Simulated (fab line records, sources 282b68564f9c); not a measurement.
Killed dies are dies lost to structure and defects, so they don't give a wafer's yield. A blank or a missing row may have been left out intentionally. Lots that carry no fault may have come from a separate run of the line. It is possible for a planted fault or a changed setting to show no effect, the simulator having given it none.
Matching of chambers | flow rit_cmos | 4 sister chambers for RIT_ACTIVE_ETCH_13 on rie_diel-02
The step etches Si3N4 in SF6, stops on SiO2, time 210 s, target depth 210 nm. 8 wafers are shown with their chamber, then 7 later ones without.

## EACH WAFER AND ITS CHAMBER
wafer  | chamber | throttle_valve_pct (%) | drypump_motor_current_A (A)
L341.6 | 0       | 7.55                   | 6.2
L344.1 | 3       | 7.63                   | 6.3
L344.4 | 0       | 7.57                   | 6.3
L345.1 | 1       | 7.41                   | 4.8
L345.2 | 2       | 7.24                   | 5.3
L345.3 | 3       | 7.65                   | 6.3
L353.1 | 1       | 7.40                   | 4.8
L353.2 | 2       | 7.24                   | 5.3

## WAFERS WITH NO CHAMBER GIVEN
wafer  | throttle_valve_pct (%) | drypump_motor_current_A (A)
L353.3 | 7.57                   | 6.3
L354.3 | 7.64                   | 6.3
L354.5 | 7.64                   | 6.3
L354.6 | 7.56                   | 6.3
L355.1 | 7.64                   | 6.3
L355.3 | 7.24                   | 5.4
L355.5 | 7.40                   | 4.8

## WHICH CHAMBER EACH WENT THROUGH
wafer  | from the rows above | in truth
L353.3 | 0                   | 0
L354.3 | 3                   | 3
L354.5 | 3                   | 3
L354.6 | 0                   | 0
L355.1 | 3                   | 3
L355.3 | 2                   | 2
L355.5 | 1                   | 1
Correctly placed: 7 of 7. From these rows, 0 cannot be placed. Number placed wrongly: 0.
How it was worked out, from the rows above alone: a wafer's distance from a chamber is the root of the sum, over the readings, of the square of ((its reading less the chamber's mean) divided by the reading's scatter). The wafer belongs to the nearest chamber; if the next one is less than 2 further off, it can't be placed. The mean given for a chamber averages the wafers shown for that chamber. How the scatter is found: for the shown wafers, subtract from each reading the mean of its chamber, square and add these, divide the total by (wafers less chambers), then take the root.
